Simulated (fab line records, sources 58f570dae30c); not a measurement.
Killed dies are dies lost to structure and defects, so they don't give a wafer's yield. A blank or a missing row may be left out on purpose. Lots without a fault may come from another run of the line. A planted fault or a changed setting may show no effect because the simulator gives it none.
Chamber matching | flow berkeley_cmos170 | UCB170_V2_CMP_02 on cmp-01: 4 sister chambers
The step polishes SiO2. 8 wafers are shown with their chamber, then 7 later ones without.

WAFERS WITH THEIR CHAMBER
wafer  | chamber | motor_current_A (A) | head_pressure_psi (psi)
L271.3 | 2       | 14.2                | 6.018
L274.1 | 2       | 15.8                | 6.018
L274.4 | 3       | 13.7                | 5.996
L280.2 | 1       | 12.6                | 5.989
L280.3 | 0       | 18.1                | 6.027
L280.4 | 3       | 13.7                | 5.996
L282.1 | 1       | 13.9                | 6.006
L282.4 | 0       | 18.1                | 6.033

WAFERS WITHOUT THEIR CHAMBER
wafer  | motor_current_A (A) | head_pressure_psi (psi)
L282.6 | 13.5                | 5.982
L287.1 | 19.3                | 6.005
L287.4 | 13.9                | 5.982
L287.6 | 19.7                | 6.000
L286.1 | 13.8                | 6.011
L286.2 | 15.6                | 5.980
L286.5 | 14.1                | 6.001

WHICH CHAMBER EACH WENT THROUGH
wafer  | from the rows above          | in truth
L282.6 | can't be placed: 3 or 1      | 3
L287.1 | can't be placed: 0 or 2      | 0
L287.4 | can't be placed: 3 or 1      | 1
L287.6 | can't be placed: 0 or 2      | 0
L286.1 | can't be placed: 2 or 1 or 3 | 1
L286.2 | can't be placed: 3 or 1      | 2
L286.5 | can't be placed: 3 or 1 or 2 | 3
Placed correctly: 0 of 7. Can't be placed from these rows: 7 (the true chamber is among the candidates in 6). Placed wrongly: 0.
How it was worked out, from the rows above alone: a wafer's distance from a chamber is the root of the sum, over the readings, of the square of ((its reading less the chamber's mean) divided by the reading's scatter). The wafer belongs to the nearest chamber; if the next one is less than 2 further off, it can't be placed. A chamber's mean is the mean of its shown wafers. The scatter: the root of (the sum of the squares of (reading less its chamber's mean) over the shown wafers, divided by (wafers less chambers)).
